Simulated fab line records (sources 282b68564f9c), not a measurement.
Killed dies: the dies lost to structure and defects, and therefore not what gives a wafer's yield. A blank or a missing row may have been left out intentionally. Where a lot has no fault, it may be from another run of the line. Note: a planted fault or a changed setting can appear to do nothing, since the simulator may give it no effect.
Which of the tools did it?    flow rit cmos    Sampling: 14 lots, 41 wafers, 3 of 202 route steps

== WHAT EACH GAUGE READ, for each wafer ==
RIT_M1_RS_MEAS_01: the measuring method here is four-point-probe. Usual: for M1_AL_RS the level is 0.0736 ohm/sq and the standard deviation is 0.00056.
lot   measured     on             M1_AL_RS (ohm/sq)                          flag
L885  day 3 09:52  film metro-03  0.0736 0.0737 0.0742                       
L886  day 3 20:29  film metro-01  0.0736 0.0737 0.0735                       
L887  day 4 00:03  film metro-03  0.0740 0.0737 0.0736                       
L888  day 4 02:59  film metro-02  0.0734 0.0733 0.0733                       
L889  day 4 09:50  film metro-01  0.0733 0.0738 0.0740                       
L891  day 4 18:39  film metro-03  0.0749 0.0750 0.0741                       
L894  day 5 06:38  film metro-01  0.1006 0.0737 0.0742 0.1006 0.0738 0.0741  OFF
L895  day 5 15:13  film metro-02  0.0738 0.0736 0.1020 0.0740 0.0737 0.1020  OFF
L897  day 6 00:03  film metro-01  0.1014 0.0735 0.1013 0.0735                OFF
L900  day 6 11:47  film metro-03  0.0740 0.0728 0.0725                       
L901  day 6 15:06  film metro-03  0.0735 0.0738 0.0735                       
L903  day 7 06:22  film metro-01  0.0741 0.0733 0.0738                       
L905  day 7 16:35  film metro-02  0.0734 0.0723 0.0727                       
L908  day 8 01:58  film metro-03  0.0741 0.0737 0.0741                       

RIT_M1_THK_MEAS_02: measures by xrf. Usual: for M1_AL_THK the level is 409 nm and the standard deviation is 4.1.
lot   measured     on             M1_AL_THK (nm)           flag
L885  day 3 09:59  film metro-03  407 407 405              
L886  day 3 20:36  film metro-01  409 406 411              
L887  day 4 00:10  film metro-03  403 405 409              
L888  day 4 03:05  film metro-02  414 415 415              
L889  day 4 09:57  film metro-01  409 410 409              
L891  day 4 18:46  film metro-03  400 399 402              
L894  day 5 09:08  film metro-01  299 410 406 301 408 409  OFF
L895  day 5 17:56  film metro-02  411 410 300 413 411 299  OFF
L897  day 6 07:50  film metro-01  298 410 300 411          OFF
L900  day 6 11:55  film metro-03  406 413 414              
L901  day 6 15:13  film metro-03  411 405 409              
L903  day 7 06:29  film metro-01  412 414 411              
L905  day 7 16:42  film metro-02  410 413 412              
L908  day 8 02:05  film metro-03  400 406 402              

== WHICH TOOL RAN EACH LOT (tool, then ch and the chambers of the sampled wafers, then the start) ==
lot   RIT_M1_SPUTTER_00
L885  pvd sputter-01, day 3 09:34
L886  pvd sputter-02, day 3 20:11
L887  pvd sputter-01, day 3 23:44
L888  pvd sputter-02, day 4 02:40
L889  pvd sputter-01, day 4 09:31
L891  pvd sputter-01, day 4 18:22
L894  pvd sputter-01, day 5 06:17
L895  pvd sputter-01, day 5 14:55
L897  pvd sputter-01, day 5 23:44
L900  pvd sputter-02, day 6 11:30
L901  pvd sputter-04, day 6 14:47
L903  pvd sputter-02, day 7 06:04
L905  pvd sputter-02, day 7 16:16
L908  pvd sputter-04, day 8 01:40
- RIT_M1_SPUTTER_00: material Al, target thk 400 nm, time 500 s.

== WHAT THE TOOLS THEMSELVES READ (means of the sampled wafers that have a number; where no wafer has one, the mark that the record gives instead) ==
RIT_M1_SPUTTER_00. Usual: cathode dc power W 2000.0 W, standard deviation 0.34; throttle valve pct 29.4 %, standard deviation 0.87.
lot   tool            cathode dc power W (W)  throttle valve pct (%)  flag
L885  pvd sputter-01  1999.7                  29.6                    
L886  pvd sputter-02  1999.9                  28.9                    
L887  pvd sputter-01  2000.5                  29.4                    
L888  pvd sputter-02  1999.9                  29.4                    
L889  pvd sputter-01  1999.8                  28.9                    
L891  pvd sputter-01  2000.0                  29.6                    
L894  pvd sputter-01  1999.9                  29.6                    
L895  pvd sputter-01  2000.2                  30.0                    
L897  pvd sputter-01  2000.2                  30.1                    
L900  pvd sputter-02  2000.3                  28.7                    
L901  pvd sputter-04  2000.0                  30.5                    
L903  pvd sputter-02  2000.3                  29.5                    
L905  pvd sputter-02  1999.7                  28.8                    
L908  pvd sputter-04  1999.8                  30.1                    

== THE ANSWER, worked out from the rows above alone ==
Rule: lot off if the mean of its wafers having a number is beyond 3 standard deviations from the usual mean. Also off: a lot with no number at a reading for which 4 or more lots have one. Where the step has rows for the other lots, those lots are counted as sound. After the gauges, taken in route order, come the tools' own readings; for these a lot's mean is taken, as printed above. The first step at which some lot is off is used, and at that step the reading that is off furthest; a lot without a number counts as furthest.
Off: at RIT_M1_RS_MEAS_01 (M1_AL_RS), L894, L895, L897.
A tool fits if, at a process step before that reading, it ran every lot that is off, and no sound lot after the first of them. Gauges at RIT_M1_RS_MEAS_01: tried the same way as those tools. One fits: pvd sputter-01 at RIT_M1_SPUTTER_00. Its last sound lot is L891 (day 4 18:22), its first lot that is off L894 (day 5 06:17): a fault that began between those two fits.

== WHAT THE SIMULATOR HAD PUT IN ==
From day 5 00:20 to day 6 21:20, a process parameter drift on pvd sputter-01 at RIT_M1_SPUTTER_00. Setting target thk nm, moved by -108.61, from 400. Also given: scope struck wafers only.
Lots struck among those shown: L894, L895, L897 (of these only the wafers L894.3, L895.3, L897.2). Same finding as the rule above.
